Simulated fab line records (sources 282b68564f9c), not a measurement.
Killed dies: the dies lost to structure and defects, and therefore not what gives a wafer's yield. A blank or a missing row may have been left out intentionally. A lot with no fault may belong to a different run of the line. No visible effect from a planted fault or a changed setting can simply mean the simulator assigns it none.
Commonality check across tools    flow rit cmos    Sampled: 14 lots, 42 wafers

WHY IT WAS OPENED
At RIT_NWELL_TW_MEAS_10 the reading NWELL_TW is flagged on 2 of 14 lots. Fault-free wafers read 2148, with a standard deviation of 15.
Rule: flag the lot when none of its wafers has a number, or when each of its wafers that has one lies beyond 4 standard deviations from that mean. The other lots count as sound.

lot   measured     on             NWELL_TW, wafer by wafer  flag
L179  day 2 05:59  film metro-04  2119 2117 2123            
L180  day 2 06:16  film metro-01  2157 2161 2155            
L182  day 2 15:36  film metro-02  2120 2136 2141            
L185  day 3 06:08  film metro-02  2248 2247 2243            FLAGGED
L187  day 3 20:47  film metro-02  2152 2157 2148            
L190  day 4 06:58  film metro-01  2240 2250 2242            FLAGGED
L192  day 4 15:34  film metro-04  2130 2130 2133            
L194  day 5 06:37  film metro-04  2122 2133 2124            
L195  day 5 12:34  film metro-02  2156 2159 2147            
L197  day 5 19:59  film metro-01  2158 2158 2147            
L199  day 6 02:46  film metro-01  2158 2154 2154            
L200  day 6 09:28  film metro-01  2148 2167 2157            
L201  day 6 14:29  film metro-01  2136 2156 2159            
L202  day 6 19:10  film metro-01  2156 2149 2162            
On average the flagged lots' numbers are 2245, which is +97 against the usual, or +6 standard deviations.

LOT BY LOT: THE TOOL USED
The record holds 1 process step before the reading, out of a route of 202 steps. Every cell lists first the tool, next ch and the chambers used by the sampled wafers, and last the start.
lot   flag     RIT_NWELL_IMPLANT_08
L179           implanter-04 ch 0, day 2 05:41
L180           implanter-01 ch 0, day 2 05:59
L182           implanter-04 ch 0, day 2 15:16
L185  FLAGGED  implanter-04 ch 0, day 3 05:50
L187           implanter-02 ch 0, day 3 20:28
L190  FLAGGED  implanter-04 ch 0, day 4 06:38
L192           implanter-01 ch 0, day 4 15:16
L194           implanter-02 ch 0, day 5 06:17
L195           implanter-02 ch 0, day 5 12:15
L197           implanter-01 ch 0, day 5 19:40
L199           implanter-01 ch 0, day 6 02:29
L200           implanter-02 ch 0, day 6 09:09
L201           implanter-04 ch 0, day 6 14:13
L202           implanter-01 ch 0, day 6 18:50
These steps, and what they do:
- RIT_NWELL_IMPLANT_08
- RIT_NWELL_TW_MEAS_10

FLAGGED AGAINST TOTAL, ONE TOOL AT A TIME (gauges that did the reading follow at the end)
step                  tool           lots run  flagged  share of the flagged lots  sound lots run after its first flagged lot
RIT_NWELL_IMPLANT_08  implanter-01   5         0        none                       -
RIT_NWELL_IMPLANT_08  implanter-02   4         0        none                       -
RIT_NWELL_IMPLANT_08  implanter-04   5         2        all                        1 (L201)
RIT_NWELL_TW_MEAS_10  film metro-01  7         1        some                       5 (L197,L199,L200,L201,L202)
RIT_NWELL_TW_MEAS_10  film metro-02  4         1        some                       2 (L187,L195)
RIT_NWELL_TW_MEAS_10  film metro-04  3         0        none                       -

WHAT THE TABLE PERMITS
1 row of the table ran every flagged lot: implanter-04 at RIT_NWELL_IMPLANT_08.
- implanter-04 at RIT_NWELL_IMPLANT_08 ran 5 lots, 2 of them flagged. Sound lots followed the first flagged one (L201) on it, something a lasting fault affecting the whole tool could not allow. Its own readings (beam energy keV) fall more than 4 standard deviations out on all wafers of the flagged lots.
Not one row of the table ran every flagged lot while running no sound lot after the first.

WHAT THE SIMULATOR HAD PUT IN
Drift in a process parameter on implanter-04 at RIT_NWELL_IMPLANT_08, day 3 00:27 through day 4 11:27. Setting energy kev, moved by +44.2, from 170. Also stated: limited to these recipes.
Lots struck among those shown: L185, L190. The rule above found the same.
